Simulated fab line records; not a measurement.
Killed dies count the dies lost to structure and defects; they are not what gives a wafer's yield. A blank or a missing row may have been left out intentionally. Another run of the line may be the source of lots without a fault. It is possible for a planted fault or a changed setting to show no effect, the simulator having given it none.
Which of the tools did it? || flow rit-cmos || 14 lots, 42 wafers sampled, at 3 steps of a route of 202

== WHAT THE GAUGES SHOWED, per wafer ==
RIT_SDANNEAL_RS_MEAS_07: measurement is done with a four-point probe.
{"lot": "L515", "measured": "day 3 10:52", "on": "film-metro-03", "NLDD_RS (ohm/sq)": "151.0 150.7 151.0"}
{"lot": "L517", "measured": "day 3 19:17", "on": "film-metro-03", "NLDD_RS (ohm/sq)": "150.7 150.4 150.8"}
{"lot": "L520", "measured": "day 4 10:27", "on": "film-metro-03", "NLDD_RS (ohm/sq)": "151.9 151.6 152.2"}
{"lot": "L521", "measured": "day 4 19:57", "on": "film-metro-01", "NLDD_RS (ohm/sq)": "152.6 152.9 152.9"}
{"lot": "L522", "measured": "day 4 18:05", "on": "film-metro-02", "NLDD_RS (ohm/sq)": "151.4 151.7 150.9"}
{"lot": "L523", "measured": "day 4 23:11", "on": "film-metro-03", "NLDD_RS (ohm/sq)": "152.0 152.0 151.2"}
{"lot": "L524", "measured": "day 5 11:59", "on": "film-metro-02", "NLDD_RS (ohm/sq)": "151.7 151.8 151.7"}
{"lot": "L525", "measured": "day 5 12:17", "on": "film-metro-01", "NLDD_RS (ohm/sq)": "151.5 151.6 151.5"}
{"lot": "L531", "measured": "day 6 12:17", "on": "film-metro-03", "NLDD_RS (ohm/sq)": "151.4 151.4 151.1"}
{"lot": "L532", "measured": "day 6 22:42", "on": "film-metro-02", "NLDD_RS (ohm/sq)": "150.5 151.3 151.0"}
{"lot": "L535", "measured": "day 7 13:00", "on": "film-metro-01", "NLDD_RS (ohm/sq)": "151.7 150.9 151.2"}
{"lot": "L536", "measured": "day 7 16:24", "on": "film-metro-01", "NLDD_RS (ohm/sq)": "151.7 152.1 151.3"}
{"lot": "L537", "measured": "day 7 21:20", "on": "film-metro-02", "NLDD_RS (ohm/sq)": "150.8 150.8 150.8"}
{"lot": "L538", "measured": "day 8 03:11", "on": "film-metro-02", "NLDD_RS (ohm/sq)": "151.1 151.1 151.0"}

== WHAT TOOL EACH LOT RAN ON (gives the tool, then ch and the chambers of the sampled wafers, and finally the start) ==
{"lot": "L515", "RIT_ACTIVE_STRIP_14": "plasma-asher-03 ch 0,1, day 1 15:55", "RIT_GATE_CLEAN_01": "wet-bench-04 ch 1, day 2 13:14"}
{"lot": "L517", "RIT_ACTIVE_STRIP_14": "plasma-asher-03 ch 0,1, day 2 05:15", "RIT_GATE_CLEAN_01": "wet-bench-04 ch 3, day 3 00:14"}
{"lot": "L520", "RIT_ACTIVE_STRIP_14": "plasma-asher-01 ch 0,1, day 2 17:02", "RIT_GATE_CLEAN_01": "wet-bench-02 ch 3, day 3 12:41"}
{"lot": "L521", "RIT_ACTIVE_STRIP_14": "plasma-asher-01 ch 0, day 2 21:09", "RIT_GATE_CLEAN_01": "wet-bench-02 ch 2, day 3 18:10"}
{"lot": "L522", "RIT_ACTIVE_STRIP_14": "plasma-asher-04 ch 0,1, day 3 02:43", "RIT_GATE_CLEAN_01": "wet-bench-04 ch 1, day 3 21:29"}
{"lot": "L523", "RIT_ACTIVE_STRIP_14": "plasma-asher-04 ch 0,1, day 3 07:08", "RIT_GATE_CLEAN_01": "wet-bench-02 ch 1, day 4 01:39"}
{"lot": "L524", "RIT_ACTIVE_STRIP_14": "plasma-asher-01 ch 0,1, day 3 14:22", "RIT_GATE_CLEAN_01": "wet-bench-02 ch 3, day 4 09:42"}
{"lot": "L525", "RIT_ACTIVE_STRIP_14": "plasma-asher-01 ch 0,1, day 3 16:54", "RIT_GATE_CLEAN_01": "wet-bench-04 ch 3, day 4 13:42"}
{"lot": "L531", "RIT_ACTIVE_STRIP_14": "plasma-asher-04 ch 0,1, day 4 23:03", "RIT_GATE_CLEAN_01": "wet-bench-01 ch 0, day 5 16:55"}
{"lot": "L532", "RIT_ACTIVE_STRIP_14": "plasma-asher-03 ch 0,1, day 5 06:33", "RIT_GATE_CLEAN_01": "wet-bench-02 ch 1, day 6 02:31"}
{"lot": "L535", "RIT_ACTIVE_STRIP_14": "plasma-asher-01 ch 0,1, day 5 19:06", "RIT_GATE_CLEAN_01": "wet-bench-01 ch 1, day 6 14:31"}
{"lot": "L536", "RIT_ACTIVE_STRIP_14": "plasma-asher-03 ch 0,1, day 6 00:53", "RIT_GATE_CLEAN_01": "wet-bench-02 ch 3, day 6 18:35"}
{"lot": "L537", "RIT_ACTIVE_STRIP_14": "plasma-asher-03 ch 0,1, day 6 07:03", "RIT_GATE_CLEAN_01": "wet-bench-04 ch 3, day 7 00:41"}
{"lot": "L538", "RIT_ACTIVE_STRIP_14": "plasma-asher-01 ch 0,1, day 6 10:08", "RIT_GATE_CLEAN_01": "wet-bench-02 ch 1, day 7 06:58"}
- RIT_ACTIVE_STRIP_14: strips in O2, time 180 s.
- RIT_GATE_CLEAN_01: cleans in SC1, time 600 s.

== AS READ BY THE TOOLS THEMSELVES (means over the sampled wafers that have a number; for cases with no such wafer, the mark the record gives instead) ==
RIT_ACTIVE_STRIP_14.
{"lot": "L515", "tool": "plasma-asher-03", "drypump-motor-current-A (A)": 5.96}
{"lot": "L517", "tool": "plasma-asher-03", "drypump-motor-current-A (A)": 5.99}
{"lot": "L520", "tool": "plasma-asher-01", "drypump-motor-current-A (A)": 6.12}
{"lot": "L521", "tool": "plasma-asher-01", "drypump-motor-current-A (A)": 5.65}
{"lot": "L522", "tool": "plasma-asher-04", "drypump-motor-current-A (A)": 5.50}
{"lot": "L523", "tool": "plasma-asher-04", "drypump-motor-current-A (A)": 5.52}
{"lot": "L524", "tool": "plasma-asher-01", "drypump-motor-current-A (A)": 5.89}
{"lot": "L525", "tool": "plasma-asher-01", "drypump-motor-current-A (A)": 6.12}
{"lot": "L531", "tool": "plasma-asher-04", "drypump-motor-current-A (A)": 5.64}
{"lot": "L532", "tool": "plasma-asher-03", "drypump-motor-current-A (A)": 6.06}
{"lot": "L535", "tool": "plasma-asher-01", "drypump-motor-current-A (A)": 6.12}
{"lot": "L536", "tool": "plasma-asher-03", "drypump-motor-current-A (A)": 6.04}
{"lot": "L537", "tool": "plasma-asher-03", "drypump-motor-current-A (A)": 6.07}
{"lot": "L538", "tool": "plasma-asher-01", "drypump-motor-current-A (A)": 5.87}

RIT_GATE_CLEAN_01.
{"lot": "L515", "tool": "wet-bench-04", "bath-guard-temp-C (C)": 74.9, "bath-heat-duty-pct (%)": 15.0}
{"lot": "L517", "tool": "wet-bench-04", "bath-guard-temp-C (C)": 75.2, "bath-heat-duty-pct (%)": 13.5}
{"lot": "L520", "tool": "wet-bench-02", "bath-guard-temp-C (C)": 75.5, "bath-heat-duty-pct (%)": 16.3}
{"lot": "L521", "tool": "wet-bench-02", "bath-guard-temp-C (C)": 74.9, "bath-heat-duty-pct (%)": 13.5}
{"lot": "L522", "tool": "wet-bench-04", "bath-guard-temp-C (C)": 74.9, "bath-heat-duty-pct (%)": 14.8}
{"lot": "L523", "tool": "wet-bench-02", "bath-guard-temp-C (C)": 74.8, "bath-heat-duty-pct (%)": 15.7}
{"lot": "L524", "tool": "wet-bench-02", "bath-guard-temp-C (C)": 75.4, "bath-heat-duty-pct (%)": 16.8}
{"lot": "L525", "tool": "wet-bench-04", "bath-guard-temp-C (C)": 75.2, "bath-heat-duty-pct (%)": 14.9}
{"lot": "L531", "tool": "wet-bench-01", "bath-guard-temp-C (C)": "-", "bath-heat-duty-pct (%)": "-"}
{"lot": "L532", "tool": "wet-bench-02", "bath-guard-temp-C (C)": "-", "bath-heat-duty-pct (%)": "-"}
{"lot": "L535", "tool": "wet-bench-01", "bath-guard-temp-C (C)": 74.2, "bath-heat-duty-pct (%)": 17.1}
{"lot": "L536", "tool": "wet-bench-02", "bath-guard-temp-C (C)": 75.4, "bath-heat-duty-pct (%)": 16.7}
{"lot": "L537", "tool": "wet-bench-04", "bath-guard-temp-C (C)": 75.2, "bath-heat-duty-pct (%)": 15.5}
{"lot": "L538", "tool": "wet-bench-02", "bath-guard-temp-C (C)": 74.8, "bath-heat-duty-pct (%)": 15.7}

== THE ANSWER, worked out from the rows above alone ==
Rule: the usual values come from the lots themselves. Put in order of their means at a reading, lots are off if they are a third of the lots or fewer, leave a main group of 4 or more, and stand apart from it by a gap of 3 or more times the standard deviation of the main group's means; of several such gaps the widest counts. A main group is skipped when, at the precision printed for the reading in the tables above, its means are all equal. Also off: a lot with no number at a reading for which 4 or more lots have one. Where the step has rows for the other lots, those lots are counted as sound. After the gauges, taken in route order, come the tools' own readings; for these a lot's mean is taken, as printed above. The first step at which some lot is off is used, and at that step the reading that is off furthest; a lot without a number counts as furthest.
Off, at RIT_GATE_CLEAN_01 on bath-guard-temp-C: L531, L532. Without a number there: L531, L532. The main group: mean 75.0 C, standard deviation 0.34.
A tool fits if, at that step or a process step before it, it ran every lot that is off, and no sound lot after the first of them. Of those tried, none fits.

== WHAT WAS PUT IN BY THE SIMULATOR ==
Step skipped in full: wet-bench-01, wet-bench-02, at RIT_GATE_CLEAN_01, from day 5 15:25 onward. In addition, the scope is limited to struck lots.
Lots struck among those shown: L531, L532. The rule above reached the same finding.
